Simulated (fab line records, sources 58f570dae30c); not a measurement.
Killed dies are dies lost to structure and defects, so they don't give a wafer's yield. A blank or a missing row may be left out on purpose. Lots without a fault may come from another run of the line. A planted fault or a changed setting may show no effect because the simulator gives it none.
Chamber matching | flow berkeley_cmos170 | UCB170_M3_ETCH_17 on rie_diel-04: 4 sister chambers
The step etches BARC in N2/H2. 14 wafers are shown with their chamber, then 7 later ones without.

WAFERS WITH THEIR CHAMBER
wafer  | chamber | drypump_motor_current_A (A) | throttle_valve_pct (%) | oes_product_au (a.u.)
L455.1 | 2       | 5.1                         | 13.62                  | 0.997
L455.2 | 0       | 5.7                         | 13.58                  | 1.011
L455.4 | 1       | 5.0                         | 13.76                  | 1.016
L461.1 | 0       | 5.7                         | 13.58                  | 1.000
L461.5 | 1       | 4.9                         | 13.74                  | 1.019
L461.6 | 2       | 5.1                         | 13.62                  | 0.984
L463.1 | 1       | 5.0                         | 13.75                  | 1.014
L463.3 | 0       | 5.7                         | 13.59                  | 0.991
L463.6 | 3       | 5.9                         | 13.38                  | 0.974
L466.1 | 1       | 5.0                         | 13.76                  | 1.002
L466.2 | 2       | 5.1                         | 13.60                  | 0.980
L466.4 | 3       | 5.9                         | 13.38                  | 0.968
L471.3 | 3       | 5.9                         | 13.38                  | 0.966
L471.4 | 3       | 5.9                         | 13.40                  | 0.968

SIGNATURES (means of the wafers above)
reading                 | chamber 0 | chamber 1 | chamber 2 | chamber 3 | scatter within a chamber
drypump_motor_current_A | 5.700     | 4.975     | 5.100     | 5.900     | 0.0274
throttle_valve_pct      | 13.5833   | 13.7525   | 13.6133   | 13.3850   | 0.00953
oes_product_au          | 1.00067   | 1.01275   | 0.98700   | 0.96900   | 0.00749
Rule: a wafer's distance from a chamber is the root of the sum, over the readings, of the square of ((its reading less the chamber's mean) divided by the reading's scatter). The wafer belongs to the nearest chamber; if the next one is less than 2 further off, it can't be placed. The scatter: the root of (the sum of the squares of (reading less its chamber's mean) over the shown wafers, divided by (wafers less chambers)).

WAFERS WITHOUT THEIR CHAMBER
wafer  | drypump_motor_current_A (A) | throttle_valve_pct (%) | oes_product_au (a.u.)
L471.5 | 5.7                         | 13.59                  | 0.988
L477.2 | 5.0                         | 13.68                  | 1.007
L477.4 | 5.1                         | 13.59                  | 0.989
L477.5 | 5.9                         | 13.39                  | 0.984
L475.2 | 5.0                         | 13.67                  | 1.019
L475.3 | 5.9                         | 13.39                  | 0.984
L475.4 | 5.1                         | 13.60                  | 1.002

WHICH CHAMBER EACH WENT THROUGH
wafer  | from the rows above     | in truth
L471.5 | 0                       | 0
L477.2 | can't be placed: 1 or 2 | 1
L477.4 | 2                       | 2
L477.5 | 3                       | 3
L475.2 | can't be placed: 2 or 1 | 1
L475.3 | 3                       | 3
L475.4 | 2                       | 2
Placed correctly: 5 of 7. Can't be placed from these rows: 2 (the true chamber is among the candidates in 2). Placed wrongly: 0.
